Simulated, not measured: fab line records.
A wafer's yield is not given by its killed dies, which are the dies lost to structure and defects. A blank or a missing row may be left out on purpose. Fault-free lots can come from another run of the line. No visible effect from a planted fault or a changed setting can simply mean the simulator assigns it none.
fab line records + flow rit_cmos
record:
- lots: 7
- wafers: 21
- last_day: 7
route steps=202 shown PLDD@118 SPACER@125 NSD@131 M1@202
lots untouched by any fault: they come from a run of this same line in which no faults occurred
start_h: hours from the record's opening day to when the first of the lot's shown wafers began + wait_h: time in hours since the lot's previous step + " identical to the entry in the row above + L1.1+2: several wafers, shown together as one row + - no value, or no start given + * or withheld: withheld + < > ~ a bound
route shown NAME@n: NAME is a module with steps in the file, n the number in the route of the first one + usual: the fault-free wafers' mean and standard deviation + same: alike in all rows + chamber/n: place in a boat + sites: each site's reading + _std_site: standard deviation across them + _edge_site: mean of outer sites minus mean of inner sites + radius_mm: how far each site lies from the wafer's centre + mask NAME#n: copy n + behind: tool/chamber where the wafer was last shaped + hold: the reason the lot was held/the length of the hold in hours/how it ended + device: the transistor (n, p or np) that didn't switch + end of line: the route-end tests of the same wafers + for a step that has no rows: nothing shown but its recipe + killed: dies lost to structure and defects at the first sort, not the wafer's yield + map: a wafer's dies, x killed, . not, _ none there
set.NAME: setting as actually run; set.NAME@STEP: the setting as run at that earlier step + model.NAME: the simulator's own value behind a step, which no gauge read
lots at selected steps of the route; one table per step, one row per wafer
services: the hour from which a tool's chamber was out of use, counted from the record's first day as start_h (under 0 if before that day), plus the number of hours and why
== steps ==
step: RIT_PLDD_PEB_04
recipe:
- resist: NOVOLAK
- temp_c: withheld
- time_s: withheld
step: RIT_PLDD_DEVELOP_05
recipe:
- resist: NOVOLAK
- develop_time_s: 50
- dev_temp_c: 23
step: RIT_PLDD_OVL_MEAS_06
usual:
- PLDD_OVL: 0.1/1.4
| lot.wafer | tool       | chamber | start_h | wait_h | PLDD_OVL[nm] |
|-----------|------------|---------|---------|--------|--------------|
| L396.2    | overlay-01 | -       | 53.55   | -      | 0.1          |
| L396.4    | "          | -       | "       | "      | 1.1          |
| L396.6    | "          | -       | "       | "      | 0.5          |
| L399.3    | overlay-01 | -       | 72.91   | -      | -1.9         |
| L399.4    | "          | -       | "       | "      | -1.3         |
| L399.5    | "          | -       | "       | "      | -3.1         |
| L404.1    | overlay-02 | -       | 95.84   | -      | -0.4         |
| L404.2    | "          | -       | "       | "      | 0.0          |
| L404.4    | "          | -       | "       | "      | 0.3          |
| L409.3    | overlay-02 | -       | 120.84  | -      | -0.3         |
| L409.4    | "          | -       | "       | "      | 1.4          |
| L409.6    | "          | -       | "       | "      | 0.0          |
| L412.2    | overlay-01 | -       | 133.40  | -      | 0.5          |
| L412.4    | "          | -       | "       | "      | -1.5         |
| L412.5    | "          | -       | "       | "      | -1.4         |
| L414.1    | overlay-01 | -       | 140.31  | -      | -2.2         |
| L414.4    | "          | -       | "       | "      | -2.6         |
| L414.6    | "          | -       | "       | "      | -1.9         |
| L418.1    | overlay-02 | -       | 159.92  | -      | 3.2          |
| L418.3    | "          | -       | "       | "      | 1.9          |
| L418.6    | "          | -       | "       | "      | -2.1         |
step: RIT_PLDD_HARDBAKE_07
recipe:
- resist: NOVOLAK
- temp_c: 140
- time_s: 60
step: RIT_PLDD_IMPLANT_08
recipe:
- species: BF2
- energy_kev: 20
- dose_cm2: 9e+14
- tilt_deg: 7
step: RIT_PLDD_STRIP_09
recipe:
- chemistry: O2
- time_s: 180
- resist: NOVOLAK
- platen_temp_c: withheld
- power_w: 500
- pressure_mtorr: 4000
- o2_flow_sccm: 4000
usual:
- drypump_motor_current_A: 5.80/0.16
| lot.wafer | tool            | chamber | start_h | wait_h | drypump_motor_current_A | rf_hours_counter_h |
|-----------|-----------------|---------|---------|--------|-------------------------|--------------------|
| L396.2    | plasma_asher-03 | 1       | 53.88   | 0.1    | 5.63                    | 41                 |
| L396.4    | "               | 1       | "       | "      | 5.65                    | -                  |
| L396.6    | "               | 0       | "       | "      | 5.78                    | -                  |
| L399.3    | plasma_asher-03 | 0       | 73.29   | 0.1    | 5.77                    | -                  |
| L399.4    | "               | 1       | "       | "      | 5.64                    | -                  |
| L399.5    | "               | 0       | "       | "      | 5.77                    | -                  |
| L404.1    | plasma_asher-03 | 0       | 96.38   | 0.1    | 5.76                    | 45                 |
| L404.2    | "               | 1       | "       | "      | 5.64                    | 45                 |
| L404.4    | "               | 0       | "       | "      | 5.76                    | -                  |
| L409.3    | plasma_asher-01 | 0       | 121.22  | 0.1    | 5.84                    | -                  |
| L409.4    | "               | 1       | "       | "      | 5.78                    | -                  |
| L409.6    | "               | 1       | "       | "      | 5.78                    | -                  |
| L412.2    | plasma_asher-01 | 1       | 133.73  | 0.1    | 5.78                    | 50                 |
| L412.4    | "               | 1       | "       | "      | 5.79                    | -                  |
| L412.5    | "               | 1       | "       | "      | 5.77                    | -                  |
| L414.1    | plasma_asher-03 | 1       | 140.64  | 0.1    | 5.63                    | 51                 |
| L414.4    | "               | 1       | "       | "      | 5.64                    | -                  |
| L414.6    | "               | 0       | "       | "      | 5.76                    | -                  |
| L418.1    | plasma_asher-01 | 0       | 160.25  | 0.1    | 5.79                    | 52                 |
| L418.3    | "               | 0       | "       | "      | 5.81                    | -                  |
| L418.6    | "               | 0       | "       | "      | 5.81                    | -                  |
step: RIT_PLDD_TW_MEAS_10
usual:
- PLDD_TW: 2346/28
| lot.wafer | tool          | chamber | start_h | wait_h | PLDD_TW |
|-----------|---------------|---------|---------|--------|---------|
| L396.2    | film_metro-04 | -       | 54.07   | 0.1    | 2372    |
| L396.4    | "             | -       | "       | "      | 2361    |
| L396.6    | "             | -       | "       | "      | 2373    |
| L399.3    | film_metro-04 | -       | 73.43   | 0.1    | 2366    |
| L399.4    | "             | -       | "       | "      | 2374    |
| L399.5    | "             | -       | "       | "      | 2379    |
| L404.1    | film_metro-04 | -       | 96.55   | 0.1    | 2383    |
| L404.2    | "             | -       | "       | "      | 2369    |
| L404.4    | "             | -       | "       | "      | 2393    |
| L409.3    | film_metro-04 | -       | 121.36  | 0.1    | 2380    |
| L409.4    | "             | -       | "       | "      | 2383    |
| L409.6    | "             | -       | "       | "      | 2377    |
| L412.2    | film_metro-02 | -       | 133.91  | 0.1    | 2317    |
| L412.4    | "             | -       | "       | "      | 2320    |
| L412.5    | "             | -       | "       | "      | 2322    |
| L414.1    | film_metro-04 | -       | 140.82  | 0.1    | 2375    |
| L414.4    | "             | -       | "       | "      | 2382    |
| L414.6    | "             | -       | "       | "      | 2389    |
| L418.1    | film_metro-02 | -       | 160.43  | 0.1    | 2324    |
| L418.3    | "             | -       | "       | "      | 2302    |
| L418.6    | "             | -       | "       | "      | 2318    |
step: RIT_SPACER_CLEAN_00
recipe:
- chemistry: SC1
- mix: 3:3:50
- time_s: 600
- temp_c: 75
step: RIT_SPACER_CLEAN_01
recipe:
- chemistry: dHF
- dilution: 50:1
- time_s: 30
step: RIT_SPACER_CLEAN_02
recipe:
- chemistry: SC2
- mix: 3:3:50
- time_s: 600
- temp_c: 75
- dry: n2_spin
step: RIT_SPACER_CVD_03
recipe:
- material: Si3N4
- target_thk_nm: 250
- temp_c: 810
- precursor: SiH2Cl2/NH3
- time_s: 3300
- pressure_mtorr: 300
- sih2cl2_flow_sccm: 60
- nh3_flow_sccm: 150
step: RIT_SPACER_THK_MEAS_04
recipe:
- reads: Si3N4_of_SPACER_CVD_03
usual:
- SPACER_NITRIDE_THK: 252.1/2.8
| lot.wafer | tool          | chamber | start_h | wait_h | SPACER_NITRIDE_THK[nm] |
|-----------|---------------|---------|---------|--------|------------------------|
| L396.2    | film_metro-01 | -       | 56.46   | 0.0    | 252.3                  |
| L396.4    | "             | -       | "       | "      | 252.8                  |
| L396.6    | "             | -       | "       | "      | 250.3                  |
| L399.3    | film_metro-02 | -       | 75.79   | 0.0    | 250.6                  |
| L399.4    | "             | -       | "       | "      | 249.3                  |
| L399.5    | "             | -       | "       | "      | 251.5                  |
| L404.1    | film_metro-03 | -       | 98.90   | 0.0    | 249.1                  |
| L404.2    | "             | -       | "       | "      | 250.0                  |
| L404.4    | "             | -       | "       | "      | 250.4                  |
| L409.3    | film_metro-02 | -       | 123.70  | 0.0    | 255.8                  |
| L409.4    | "             | -       | "       | "      | 256.3                  |
| L409.6    | "             | -       | "       | "      | 255.9                  |
| L412.2    | film_metro-01 | -       | 136.26  | 0.0    | 252.5                  |
| L412.4    | "             | -       | "       | "      | 251.4                  |
| L412.5    | "             | -       | "       | "      | 250.2                  |
| L414.1    | film_metro-02 | -       | 143.16  | 0.0    | 254.4                  |
| L414.4    | "             | -       | "       | "      | 253.5                  |
| L414.6    | "             | -       | "       | "      | 253.6                  |
| L418.1    | film_metro-02 | -       | 162.89  | 0.0    | 250.7                  |
| L418.3    | "             | -       | "       | "      | 247.2                  |
| L418.6    | "             | -       | "       | "      | 249.4                  |
step: RIT_SPACER_ETCHBACK_05
recipe:
- target_depth_a: 2500
- SF6_flow_sccm: 30
- CHF3_flow_sccm: 30
- target: Si3N4
- chemistry: SF6/CHF3
- pressure_mtorr: 40
- rf_w: 250
- time_s: 240
- stop_on: SiO2
usual:
- drypump_motor_current_A: 5.9/0.41
- oes_product_au: 0.850/0.012
- run_length_s: 268.6/0.39
- throttle_valve_pct: 10.31/0.12
| lot.wafer | tool        | chamber | start_h | wait_h | drypump_motor_current_A | oes_product_au | rf_hours_counter_h | run_length_s | throttle_valve_pct |
|-----------|-------------|---------|---------|--------|-------------------------|----------------|--------------------|--------------|--------------------|
| L396.2    | rie_diel-01 | 1       | 56.51   | 0.0    | 5.6                     | 0.865          | 2                  | 269.0        | 10.55              |
| L396.4    | "           | 0       | "       | "      | 5.6                     | 0.869          | 163                | 268.6        | 10.27              |
| L396.6    | "           | 1       | "       | "      | 5.6                     | 0.856          | -                  | 268.9        | 10.54              |
| L399.3    | rie_diel-04 | 2       | 75.83   | 0.0    | 5.4                     | 0.849          | 0                  | 269.0        | 10.13              |
| L399.4    | "           | 0       | "       | "      | 6.6                     | 0.856          | 144                | 269.3        | 10.41              |
| L399.5    | "           | 1       | "       | "      | 5.6                     | 0.850          | -                  | 268.3        | 10.25              |
| L404.1    | rie_diel-01 | 1       | 98.96   | 0.1    | 5.6                     | 0.865          | 3                  | 268.8        | 10.53              |
| L404.2    | "           | 3       | "       | "      | 5.2                     | 0.846          | 137                | 268.6        | 10.24              |
| L404.4    | "           | 3       | "       | "      | 5.2                     | 0.853          | -                  | 269.0        | 10.23              |
| L409.3    | rie_diel-04 | 0       | 123.74  | 0.0    | 6.6                     | 0.841          | 145                | 281.6        | 10.40              |
| L409.4    | "           | 2       | "       | "      | 5.5                     | 0.858          | 1                  | 268.8        | 10.12              |
| L409.6    | "           | 3       | "       | "      | 5.8                     | 0.858          | -                  | 269.0        | 10.39              |
| L412.2    | rie_diel-04 | 0       | 136.31  | 0.0    | 6.5                     | 0.834          | 145                | 281.6        | 10.40              |
| L412.4    | "           | 3       | "       | "      | 5.8                     | 0.842          | 70                 | 268.8        | 10.40              |
| L412.5    | "           | 2       | "       | "      | 5.4                     | 0.848          | -                  | 268.8        | 10.13              |
| L414.1    | rie_diel-04 | 1       | 143.22  | 0.1    | 5.6                     | 0.843          | 41                 | 268.5        | 10.23              |
| L414.4    | "           | 0       | "       | "      | 6.6                     | 0.830          | 145                | 282.0        | 10.40              |
| L414.6    | "           | 0       | "       | "      | 6.6                     | 0.831          | -                  | 281.5        | 10.40              |
| L418.1    | rie_diel-02 | 1       | 162.95  | 0.1    | 6.1                     | 0.829          | 125                | 269.3        | 10.30              |
| L418.3    | "           | 3       | "       | "      | 5.8                     | 0.840          | -                  | 268.1        | 10.45              |
| L418.6    | "           | 1       | "       | "      | 6.1                     | 0.833          | -                  | 268.6        | 10.32              |
step: RIT_NSD_HMDS_00
recipe:
- prime_time_s: 60
- prime_temp_c: 140
step: RIT_M1_PROBE_99
usual:
- killed_at_contacts: 0.1/0.36
- killed_at_front_end: 7/3.1
- killed_dies: 7/3.1
- killed_open: 3.6/2.1
- killed_short: 3.2/1.9
same:
- gross_dies: 264
- killed_at_M0_to_M3: 0
- killed_at_M4_up: 0
- killed_at_back_side: 0
- killed_at_other: 0
| lot.wafer | tool      | chamber | start_h | wait_h | killed_at_contacts | killed_at_front_end | killed_dies | killed_open | killed_short | model.etest.nmos_0p15.r_on_ohm_um | model.etest.nmos_0p3.r_on_ohm_um | model.etest.nplus_sal.width_nm | model.etest.pplus_sal.width_nm | model.etest.pwell_pinched.rs_ohm_sq | model.etest.nwell_pinched.rs_ohm_sq | model.etest.nmos_0p15.tox_inv_nm | model.etest.diode_nplus_comb.cj_ff_um2 |
|-----------|-----------|---------|---------|--------|--------------------|---------------------|-------------|-------------|--------------|-----------------------------------|----------------------------------|--------------------------------|--------------------------------|-------------------------------------|-------------------------------------|----------------------------------|----------------------------------------|
| L396.2    | prober-02 | -       | 68.20   | 0.1    | 0                  | 10                  | 10          | 6           | 4            | 1072                              | 2167                             | 3431                           | 3443                           | 453.4                               | 332                                 | 4.617                            | 2.592                                  |
| L396.4    | prober-02 | -       | 68.30   | 0.2    | 0                  | 9                   | 9           | 4           | 5            | 1107                              | 2174                             | 3439                           | 3431                           | 450.8                               | 334.2                               | 4.571                            | 2.62                                   |
| L396.6    | prober-02 | -       | 68.40   | 0.2    | 0                  | 4                   | 4           | 1           | 3            | 1100                              | 2143                             | 3412                           | 3417                           | 455.4                               | 335.3                               | 4.535                            | 2.595                                  |
| L399.3    | prober-01 | -       | 86.98   | 0.2    | 0                  | 6                   | 6           | 3           | 3            | 1122                              | 2150                             | 3419                           | 3416                           | 456.5                               | 335.3                               | 4.526                            | 2.623                                  |
| L399.4    | prober-01 | -       | 87.03   | 0.2    | 0                  | 4                   | 4           | 3           | 1            | 1142                              | 2142                             | 3442                           | 3444                           | 458.6                               | 338.8                               | 4.491                            | 2.638                                  |
| L399.5    | prober-01 | -       | 87.08   | 0.2    | 0                  | 8                   | 8           | 2           | 6            | 1180                              | 2201                             | 3436                           | 3436                           | 460.9                               | 340                                 | 4.523                            | 2.657                                  |
| L404.1    | prober-02 | -       | 110.16  | 0.1    | 0                  | 4                   | 4           | 1           | 3            | 1176                              | 2199                             | 3450                           | 3419                           | 453.1                               | 337.3                               | 4.516                            | 2.629                                  |
| L404.2    | prober-02 | -       | 110.21  | 0.1    | 1                  | 4                   | 5           | 2           | 3            | 1153                              | 2197                             | 3417                           | 3429                           | 461.1                               | 335.6                               | 4.61                             | 2.619                                  |
| L404.4    | prober-02 | -       | 110.31  | 0.2    | 0                  | 5                   | 5           | 2           | 3            | 1171                              | 2234                             | 3424                           | 3430                           | 455.1                               | 332.1                               | 4.632                            | 2.617                                  |
| L409.3    | prober-01 | -       | 135.02  | 0.2    | 1                  | 7                   | 8           | 5           | 3            | 1189                              | 2225                             | 3460                           | 3463                           | 469.1                               | 345.1                               | 4.46                             | 2.669                                  |
| L409.4    | prober-01 | -       | 135.07  | 0.2    | 0                  | 0                   | 0           | 0           | 0            | 1133                              | 2194                             | 3437                           | 3435                           | 460.7                               | 334.2                               | 4.556                            | 2.611                                  |
| L409.6    | prober-01 | -       | 135.17  | 0.2    | 0                  | 6                   | 6           | 5           | 1            | 1158                              | 2226                             | 3449                           | 3443                           | 457.4                               | 338.5                               | 4.581                            | 2.637                                  |
| L412.2    | prober-02 | -       | 147.60  | 0.1    | 0                  | 3                   | 3           | 3           | 0            | 1176                              | 2202                             | 3454                           | 3475                           | 467.5                               | 346.2                               | 4.372                            | 2.715                                  |
| L412.4    | prober-02 | -       | 147.70  | 0.2    | 0                  | 4                   | 4           | 2           | 2            | 1135                              | 2152                             | 3437                           | 3430                           | 459.1                               | 339.8                               | 4.492                            | 2.662                                  |
| L412.5    | prober-02 | -       | 147.75  | 0.2    | 0                  | 8                   | 8           | 1           | 7            | 1115                              | 2169                             | 3430                           | 3408                           | 458.1                               | 336.3                               | 4.525                            | 2.641                                  |
| L414.1    | prober-02 | -       | 154.75  | 0.1    | 0                  | 10                  | 10          | 5           | 5            | 1137                              | 2191                             | 3447                           | 3438                           | 468.3                               | 340.2                               | 4.426                            | 2.672                                  |
| L414.4    | prober-02 | -       | 154.90  | 0.2    | 0                  | 9                   | 9           | 4           | 5            | 1168                              | 2243                             | 3475                           | 3449                           | 476.4                               | 344.4                               | 4.382                            | 2.707                                  |
| L414.6    | prober-02 | -       | 155.00  | 0.2    | 0                  | 7                   | 7           | 0           | 7            | 1231                              | 2265                             | 3464                           | 3453                           | 469.1                               | 348.6                               | 4.403                            | 2.713                                  |
| L418.1    | prober-02 | -       | 173.82  | 0.1    | 0                  | 15                  | 15          | 9           | 6            | 1135                              | 2129                             | 3473                           | 3463                           | 461.2                               | 339.7                               | 4.474                            | 2.682                                  |
| L418.3    | prober-02 | -       | 173.92  | 0.2    | 0                  | 3                   | 3           | 2           | 1            | 1115                              | 2094                             | 3456                           | 3463                           | 453                                 | 342.7                               | 4.433                            | 2.674                                  |
| L418.6    | prober-02 | -       | 174.07  | 0.2    | 0                  | 2                   | 2           | 1           | 1            | 1142                              | 2128                             | 3476                           | 3464                           | 460.2                               | 343.5                               | 4.436                            | 2.679                                  |
killed by level:class
L396.2 GATE:geometric_particle:short=3 GATE:geometric_particle:open=2 ACTIVE:geometric_particle:open=1 FOX1:geometric_particle:open=1 FOX2:geometric_particle:short=1 SILICIDE:geometric_particle:open=1 STARTING-WAFER:geometric_particle:open=1
L396.4 GATE:geometric_particle:short=3 FOX1:geometric_particle:short=1 FOX1:geometric_particle:open=1 GATE:geometric_particle:open=1 REOX:geometric_particle:open=1 SILICIDE:geometric_particle:short=1 SILICIDE:geometric_particle:open=1
L396.6 GATE:geometric_particle:short=2 GATE:geometric_particle:open=1 REOX:geometric_particle:short=1
L399.3 SILICIDE:geometric_particle:short=2 SILICIDE:geometric_particle:open=2 GATE:geometric_particle:open=1 REOX:geometric_particle:short=1
L399.4 GATE:geometric_particle:open=2 FOX1:geometric_particle:short=1 SILICIDE:geometric_particle:open=1
L399.5 GATE:geometric_particle:short=3 FOX1:geometric_particle:short=2 GATE:geometric_particle:open=1 SPACER:geometric_particle:open=1 SILICIDE:geometric_particle:short=1
L404.1 SPACER:geometric_particle:short=2 GATE:geometric_particle:short=1 GATE:geometric_particle:open=1
L404.2 FOX1:geometric_particle:short=1 FOX2:geometric_particle:open=1 FOX2:geometric_particle:short=1 GATE:geometric_particle:open=1 CONTACT:geometric_particle:short=1
L404.4 FOX1:geometric_particle:open=1 FOX2:geometric_particle:open=1 FOX2:geometric_particle:short=1 REOX:geometric_particle:short=1 SILICIDE:geometric_particle:short=1
L409.3 SPACER:geometric_particle:open=2 FOX1:geometric_particle:short=1 FOX2:geometric_particle:open=1 GATE:geometric_particle:short=1 CONTACT:geometric_particle:open=1 REOX:geometric_particle:open=1 SPACER:geometric_particle:short=1
L409.4
L409.6 GATE:geometric_particle:open=3 FOX1:geometric_particle:open=1 FOX2:geometric_particle:open=1 SPACER:geometric_particle:short=1
L412.2 FOX1:geometric_particle:open=2 SPACER:geometric_particle:open=1
L412.4 FOX2:geometric_particle:open=1 GATE:geometric_particle:short=1 GATE:geometric_particle:open=1 REOX:geometric_particle:short=1
L412.5 GATE:geometric_particle:short=3 FOX1:geometric_particle:short=2 FOX1:geometric_particle:open=1 FOX2:geometric_particle:short=1 SILICIDE:geometric_particle:short=1
L414.1 GATE:geometric_particle:short=3 GATE:geometric_particle:open=3 SILICIDE:geometric_particle:open=2 FOX2:geometric_particle:short=1 SPACER:geometric_particle:short=1
L414.4 REOX:geometric_particle:open=2 SILICIDE:geometric_particle:short=2 FOX1:geometric_particle:short=1 FOX2:geometric_particle:open=1 GATE:geometric_particle:short=1 GATE:geometric_particle:open=1 REOX:geometric_particle:short=1
L414.6 GATE:geometric_particle:short=3 REOX:geometric_particle:short=3 SILICIDE:geometric_particle:short=1
L418.1 GATE:geometric_particle:open=4 FOX2:geometric_particle:open=3 GATE:geometric_particle:short=3 SILICIDE:geometric_particle:short=2 FOX2:geometric_particle:short=1 REOX:geometric_particle:open=1 SPACER:geometric_particle:open=1
L418.3 FOX2:geometric_particle:open=1 GATE:geometric_particle:short=1 SPACER:geometric_particle:open=1
L418.6 GATE:geometric_particle:short=1 GATE:geometric_particle:open=1
== services ==
| tool        | chamber | start_h | hours | kind           |
|-------------|---------|---------|-------|----------------|
| rie_diel-04 | 2       | 40.29   | -     | clean          |
| rie_diel-04 | 2       | 40.29   | 16.3  | scheduled_down |
| rie_diel-04 | 2       | 40.29   | 16.3  | vent_cycle     |
| rie_diel-02 | 3       | 55.19   | 4.0   | repair         |
| rie_diel-01 | 0       | 81.73   | -     | clean          |
| rie_diel-01 | 0       | 81.73   | 23.5  | scheduled_down |
| rie_diel-01 | 0       | 81.73   | 23.5  | vent_cycle     |
| rie_diel-04 | 1       | 92.24   | 16.2  | repair         |
| rie_diel-02 | 2       | 97.89   | -     | clean          |
| rie_diel-02 | 2       | 97.89   | 17.9  | scheduled_down |
| rie_diel-02 | 2       | 97.89   | 17.9  | vent_cycle     |
| rie_diel-02 | 2       | 137.07  | 15.0  | repair         |
| rie_diel-01 | -       | 140.59  | 1.0   | repair         |
| rie_diel-02 | 0       | 152.06  | -     | clean          |
| rie_diel-02 | 0       | 152.06  | 14.8  | scheduled_down |
| rie_diel-02 | 0       | 152.06  | 14.8  | vent_cycle     |
| rie_diel-02 | -       | 157.75  | 2.8   | pm             |
| rie_diel-02 | 2       | 161.27  | 6.0   | repair         |
== key ==
first_sign:
- step: RIT_SPACER_ETCHBACK_05
- reading: run_length_s
- direction: up
- sigmas: 33
- usual: *
- struck: *
effect none on later readings
model_effect:
- step: RIT_M1_PROBE_99
- value: etest.nmos_0p15.r_on_ohm_um
- without: 1115
- struck: 1191
met_at RIT_SPACER_ETCHBACK_05
struck_wafers L409.3,L412.2,L414.4,L414.6
tester_left_out L409,L412,L414
onset_between 75.83 123.74
fault:
- kind: process_parameter_drift
- tool: rie_diel-04
- chamber: 0
- onset_h: 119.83
- steps: RIT_SPACER_ETCHBACK_05
- channel: time_s
- offset: *
- shape: step
- end_h: 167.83
- acts_in: *
- stated: *
tester_left_out: of these lots the tester's yield and bins aren't shown, on N5 and GAA mostly nor the transistor test; their killed dies are dies lost to structure and defects alone, not to doping, threshold or leakage, so they don't give the yield
